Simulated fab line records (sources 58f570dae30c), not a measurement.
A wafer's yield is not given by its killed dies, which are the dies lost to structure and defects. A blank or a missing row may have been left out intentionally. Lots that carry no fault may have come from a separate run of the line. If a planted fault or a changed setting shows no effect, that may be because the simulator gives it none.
The tool behind it: which one? | flow berkeleyCmos170 | 14 lots with 42 wafers sampled at 4 steps, on a route of 331 steps

WHAT THE GAUGES READ, wafer by wafer
UCB170_START_THK_MEAS_03. Usual: START_OXIDE_THK typically reads 20.2 nm, with standard deviation 0.33.
lot  | measured    | on           | START_OXIDE_THK (nm) | flag
L675 | day 1 19:36 | filmMetro-04 | 20.3 20.4 20.5       | 
L676 | day 2 01:15 | filmMetro-03 | 19.6 19.5 19.5       | 
L677 | day 2 04:05 | filmMetro-02 | 20.0 19.7 20.0       | 
L678 | day 2 10:13 | filmMetro-02 | 20.9 20.4 21.0       | 
L681 | day 3 00:41 | filmMetro-02 | 19.9 20.2 19.6       | 
L682 | day 3 06:20 | filmMetro-04 | 20.4 19.9 20.0       | 
L683 | day 3 10:16 | filmMetro-02 | 20.7 20.4 20.8       | 
L684 | day 3 15:49 | filmMetro-04 | 20.4 20.4 20.4       | 
L685 | day 3 22:29 | filmMetro-03 | 20.5 20.1 20.1       | 
L693 | day 5 13:15 | filmMetro-02 | 20.7 21.0 20.7       | 
L694 | day 5 19:03 | filmMetro-02 | 19.4 20.2 19.8       | 
L695 | day 5 23:14 | filmMetro-03 | 20.0 20.2 20.3       | 
L696 | day 6 05:06 | filmMetro-02 | 20.2 20.4 20.4       | 
L697 | day 6 08:27 | filmMetro-02 | 20.6 20.6 20.2       | 

UCB170_PLDD_OVL_MEAS_07. Usual: PLDD_OVL typically reads 0 nm, with standard deviation 5.3.
lot  | measured     | on         | PLDD_OVL (nm) | flag
L675 | day 6 09:48  | overlay-02 | -4 -9 -6      | 
L676 | day 6 09:33  | overlay-02 | 2 6 -1        | 
L677 | day 6 14:05  | overlay-01 | 1 0 6         | 
L678 | day 6 13:49  | overlay-01 | 3 7 4         | 
L681 | day 7 05:37  | overlay-01 | -7 -4 -6      | 
L682 | day 8 04:17  | overlay-01 | -2 0 -6       | 
L683 | day 8 04:02  | overlay-02 | -6 -3 1       | 
L684 | day 8 11:59  | overlay-02 | -5 -6 -5      | 
L685 | day 8 13:52  | overlay-02 | 7 -6 2        | 
L695 | day 10 23:01 | overlay-01 | 4 0 4         | 
L696 | day 10 23:22 | overlay-02 | 14 -2 6       | 
L697 | day 11 23:08 | overlay-01 | 0 3 -4        | 

UCB170_SDANNEAL_RS_MEAS_02: a four-point-probe measurement. Usual: PSD_RS typically reads 75.4 ohm/sq, with standard deviation 0.32.
lot  | measured     | on           | PSD_RS (ohm/sq) | flag
L675 | day 6 21:46  | filmMetro-04 | 75.4 75.5 75.6  | 
L676 | day 6 21:33  | filmMetro-02 | 75.6 75.2 75.4  | 
L677 | day 7 01:52  | filmMetro-03 | 75.8 75.9 75.8  | 
L678 | day 7 01:28  | filmMetro-02 | 76.0 75.7 75.7  | 
L681 | day 7 18:55  | filmMetro-02 | 75.4 75.5 75.3  | 
L682 | day 8 16:43  | filmMetro-03 | 75.9 75.6 75.5  | 
L683 | day 8 16:19  | filmMetro-04 | 75.2 74.8 74.9  | 
L684 | day 9 02:23  | filmMetro-03 | 75.5 75.4 75.3  | 
L685 | day 9 02:38  | filmMetro-02 | 75.6 75.2 75.5  | 
L695 | day 11 10:17 | filmMetro-04 | 75.0 74.8 75.1  | 
L696 | day 11 10:48 | filmMetro-02 | 75.6 75.3 75.3  | 
L697 | day 12 15:46 | filmMetro-02 | 76.0 75.6 76.1  | 

WHICH TOOL RAN EACH LOT (tool, then ch and the chambers of the sampled wafers, then the start)
lot  | UCB170_PWELL_CVD_05
L675 | lpcvd-02 ch 1, day 3 03:17
L676 | lpcvd-02 ch 1, day 3 03:17
L677 | lpcvd-01 ch 1, day 3 05:58
L678 | lpcvd-02 ch 1, day 3 12:57
L681 | lpcvd-01 ch 0, day 4 03:07
L682 | lpcvd-02 ch 0, day 4 10:57
L683 | lpcvd-02 ch 1, day 4 10:57
L684 | lpcvd-01 ch 0, day 4 21:03
L685 | lpcvd-01 ch 1, day 5 03:52
L693 | lpcvd-01 ch 0, day 6 19:05
L694 | lpcvd-01 ch 0, day 7 05:05
L695 | lpcvd-02 ch 1, day 7 11:49
L696 | lpcvd-02 ch 1, day 7 11:49
L697 | lpcvd-01 ch 0, day 7 21:44
- UCB170_PWELL_CVD_05: deposits Si3N4 from SiH2Cl2/NH3, target thk 220 nm, time 3300 s.

AS READ BY THE TOOLS THEMSELVES (means over the sampled wafers that have a number; for cases with no such wafer, the mark the record gives instead)
UCB170_PWELL_CVD_05. Usual: nh3FlowSccm 75.00 sccm, standard deviation 0.23; pressureMtorr 200.1 mTorr, standard deviation 0.41; sih2cl2FlowSccm 24.99 sccm, standard deviation 0.07.
lot  | tool     | nh3FlowSccm (sccm) | pressureMtorr (mTorr) | sih2cl2FlowSccm (sccm) | flag
L675 | lpcvd-02 | 75.06              | 200.3                 | 25.00                  | 
L676 | lpcvd-02 | 75.23              | 199.7                 | 24.98                  | 
L677 | lpcvd-01 | 74.91              | 199.9                 | 24.94                  | 
L678 | lpcvd-02 | 75.15              | 199.8                 | 24.94                  | 
L681 | lpcvd-01 | 75.02              | 200.6                 | 25.01                  | 
L682 | lpcvd-02 | 74.75              | 200.2                 | 24.99                  | 
L683 | lpcvd-02 | 75.06              | 200.3                 | 24.98                  | 
L684 | lpcvd-01 | 75.23              | 200.1                 | 24.92                  | 
L685 | lpcvd-01 | 75.17              | 200.0                 | 24.97                  | 
L693 | lpcvd-01 | -                  | -                     | -                      | OFF
L694 | lpcvd-01 | -                  | -                     | -                      | OFF
L695 | lpcvd-02 | 74.80              | 200.5                 | 24.92                  | 
L696 | lpcvd-02 | 74.55              | 200.0                 | 25.01                  | 
L697 | lpcvd-01 | 74.83              | 200.0                 | 25.00                  | 

THE ANSWER, worked out from the rows above alone
Rule: a lot is off if the mean of its wafers that have a number lies more than 3 standard deviations from the usual mean. A lot without any number at a reading at which 4 lots or more have one is off too. Any other lot the step has rows for is counted as sound. After the gauges, taken in route order, come the tools' own readings; for these a lot's mean is taken, as printed above. The first step at which some lot is off is used, and at that step the reading that is off furthest; a lot without a number counts as furthest.
Off: L693, L694, at UCB170_PWELL_CVD_05 (nh3FlowSccm). Without a number there: L693, L694.
If a tool, at that step or one of the process steps before it, ran each lot that is off and ran no sound lot following the first of them, it fits. No candidate that was tried fits.

WHAT HAD BEEN PUT IN BY THE SIMULATOR
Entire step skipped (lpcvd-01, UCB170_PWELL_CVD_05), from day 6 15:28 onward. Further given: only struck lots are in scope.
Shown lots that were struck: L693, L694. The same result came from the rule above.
